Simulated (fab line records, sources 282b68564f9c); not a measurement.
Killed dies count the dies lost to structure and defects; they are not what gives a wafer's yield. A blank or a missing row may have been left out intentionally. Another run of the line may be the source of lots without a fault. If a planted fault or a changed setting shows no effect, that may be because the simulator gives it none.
Comparing a struck lot with a sound one    flow rit-cmos    44 out of 202 route steps
Sound: wafers L754.3, L754.4, L754.5. Wafers L761.2, L761.5, L761.6 were the ones struck. At the end, the cause is stated.
At each step with rows: each side's tool, then ch and its chambers, then its first start. Under that, the readings that differ: sound wafers    struck wafers    difference of the means    sigmas: that difference in standard deviations of wafers without a fault.
alike: readings whose means differ by less than 2 such deviations, and words and numbers that are the same on both sides. not compared: withheld readings, readings that some wafer has no value for, bounds like >300 that may hide the same value, and numbers for which the record gives no deviation and whose values overlap.
The two part at a step that has a row with sigmas, a row that says differs or no value, or rows on one side only. Numbers that don't overlap but have no deviation are shown without sigmas and don't part them. Lack of a reading on every wafer of one side parts them only where that side has two or more wafers.

first, 3 steps without rows for these wafers: RIT_REOX_CLEAN_01 (cleans in dHF, time 30 s); RIT_REOX_CLEAN_02 (cleans in SC2, time 600 s); RIT_REOX_OXIDATION_03 (target thk 25.2 nm, ox time 5580 s).
RIT_REOX_THK_MEAS_04:
  sound on film-metro-01, day 3 08:51; struck on film-metro-02, day 4 17:59
  alike: REOX_OXIDE_THK
then, 6 steps without rows for these wafers: RIT_NLDD_HMDS_00 (prime time 60 s); RIT_NLDD_COAT_01 (resist thk 1000 nm); RIT_NLDD_SOFTBAKE_02 (time 60 s); RIT_NLDD_EXPOSE_03 (exposes mask M7, target cd 40700 nm); RIT_NLDD_PEB_04; RIT_NLDD_DEVELOP_05 (develop time 50 s).
RIT_NLDD_OVL_MEAS_06:
  sound on overlay-02, day 3 09:52; struck on overlay-02, day 4 19:06
  alike: NLDD_OVL
then, 1 step without rows for these wafers: RIT_NLDD_HARDBAKE_07 (time 60 s).
RIT_NLDD_IMPLANT_08:
  sound on implanter-04 ch 0, day 3 10:05; struck on implanter-03 ch 0, day 4 19:27
reading                           sound                      struck                        difference  sigmas
dose-ions-cm2                     5e+14 4.993e+14 5.004e+14  7.979e+14 7.97e+14 7.971e+14  +2.974e+14  +99 or more
end-station-pressure-torr (Torr)  6.1e-06 6.34e-06 6.01e-06  7.15e-06 7.28e-06 7.14e-06    +1.04e-06   +4
faraday-current-uA                1582 1575 1504             2469 2529 2506                +948        +28
  alike: beam-on-s, tilt-deg
RIT_NLDD_STRIP_09: strips in O2, time 180 s.
  sound on plasma-asher-04 ch 0,1, day 3 10:14; struck on plasma-asher-02 ch 0,1, day 4 19:34
  alike: drypump-motor-current-A
  not compared: rf-hours-counter-h
RIT_NLDD_TW_MEAS_10:
  sound on film-metro-03, day 3 10:23; struck on film-metro-01, day 4 19:46
reading  sound           struck          difference  sigmas
NLDD_TW  2480 2481 2476  2816 2823 2828  +343        +19
then, 6 steps without rows for these wafers: RIT_PLDD_HMDS_00 (prime time 60 s); RIT_PLDD_COAT_01 (resist thk 1000 nm); RIT_PLDD_SOFTBAKE_02 (time 60 s); RIT_PLDD_EXPOSE_03 (exposes mask M8, target cd 40900 nm); RIT_PLDD_PEB_04; RIT_PLDD_DEVELOP_05 (develop time 50 s).
RIT_PLDD_OVL_MEAS_06:
  sound on overlay-01, day 3 11:17; struck on overlay-01, day 4 20:40
  alike: PLDD_OVL
then, 2 steps without rows for these wafers: RIT_PLDD_HARDBAKE_07 (time 60 s); RIT_PLDD_IMPLANT_08.
RIT_PLDD_STRIP_09: strips in O2, time 180 s.
  sound on plasma-asher-01 ch 0,1, day 3 11:40; struck on plasma-asher-01 ch 0,1, day 4 20:59
  alike: drypump-motor-current-A
  not compared: rf-hours-counter-h
RIT_PLDD_TW_MEAS_10:
  sound on film-metro-01, day 3 11:48; struck on film-metro-04, day 4 21:11
reading  sound           struck          difference  sigmas
PLDD_TW  2375 2369 2379  2349 2331 2330  -38         -3
then, 4 steps without rows for these wafers: RIT_SPACER_CLEAN_00 (cleans in SC1, time 600 s); RIT_SPACER_CLEAN_01 (cleans in dHF, time 30 s); RIT_SPACER_CLEAN_02 (cleans in SC2, time 600 s); RIT_SPACER_CVD_03 (deposits Si3N4 from SiH2Cl2/NH3, target thk 250 nm, time 3300 s).
RIT_SPACER_THK_MEAS_04:
  sound on film-metro-02, day 3 14:10; struck on film-metro-01, day 4 23:33
  alike: SPACER_NITRIDE_THK
RIT_SPACER_ETCHBACK_05: etches Si3N4 in SF6/CHF3, stops on SiO2, target depth 250 nm, time 240 s.
  sound on rie-diel-03 ch 1,2,3, day 3 14:12; struck on rie-diel-01 ch 2,3, day 4 23:36
  alike: SF6_flow_sccm, drypump-motor-current-A, oes-product-au, throttle-valve-pct
  not compared: rf-hours-counter-h
then, 6 steps without rows for these wafers: RIT_NSD_HMDS_00 (prime time 60 s); RIT_NSD_COAT_01 (resist thk 1000 nm); RIT_NSD_SOFTBAKE_02 (time 60 s); RIT_NSD_EXPOSE_03 (exposes mask M9, target cd 40700 nm); RIT_NSD_PEB_04; RIT_NSD_DEVELOP_05 (develop time 50 s).
RIT_NSD_OVL_MEAS_06:
  sound on overlay-01, day 3 15:13; struck on overlay-01, day 5 01:00
  alike: NSD_OVL
then, 2 steps without rows for these wafers: RIT_NSD_HARDBAKE_07 (time 60 s); RIT_NSD_IMPLANT_08.
RIT_NSD_STRIP_09: strips in O2, time 180 s.
  sound on plasma-asher-02 ch 0,1, day 3 15:37; struck on plasma-asher-01 ch 0,1, day 5 01:21
  alike: drypump-motor-current-A
  not compared: rf-hours-counter-h
RIT_SDANNEAL_RS_MEAS_07: a four-point-probe measurement.
  sound on film-metro-03, day 3 18:02; struck on film-metro-04, day 5 03:56
reading           sound              struck             difference  sigmas
NLDD_RS (ohm/sq)  151.7 151.0 151.8  103.7 103.7 103.7  -47.8       -85
RIT_M1_PROBE_99:
  sound on prober-01, day 4 01:23; struck on prober-02, day 5 11:04
reading                              sound              struck             difference  sigmas
model.etest.nmos_0p3.r-on-ohm-um     2118 2126 2120     1941 1924 1953     -182        
model.etest.nmos_0p15.r-on-ohm-um    1123 1152 1104     918.2 905.2 933.9  -207.2      
model.etest.nldd.rs-ohm-sq           375.1 366 367      240.1 246.6 239.1  -127.4      
model.etest.nmos-turned.drive-ua-um  339 346.7 345.6    445.1 440.4 439.1  +97.8       
model.etest.nmos_0p15.drive-ua-um    487.2 477.7 482.6  555.5 557.4 549.5  +71.6       
model.etest.nldd.line-ohm-um         117.3 114.3 114.8  75.23 76.46 74.59  -40.04      
model.etest.nmos-narrow.drive-ua-um  232.8 237.6 228.8  243 245 247.4      +12         
model.etest.nmos_0p3.drive-ua-um     232.8 235 231.7    244.5 246.9 248.7  +13.5       
  alike: killed-at-front-end, killed-dies, killed-open, killed-short

WHERE THEY PART
First at RIT_NLDD_IMPLANT_08; last, within this record, at RIT_SDANNEAL_RS_MEAS_07. Later steps at which nothing parts them and some readings are alike: RIT_M1_PROBE_99.

WHY: what had been put in by the simulator
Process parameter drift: implanter-03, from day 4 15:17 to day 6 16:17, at RIT_NLDD_IMPLANT_08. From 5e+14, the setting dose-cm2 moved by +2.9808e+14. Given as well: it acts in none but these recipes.
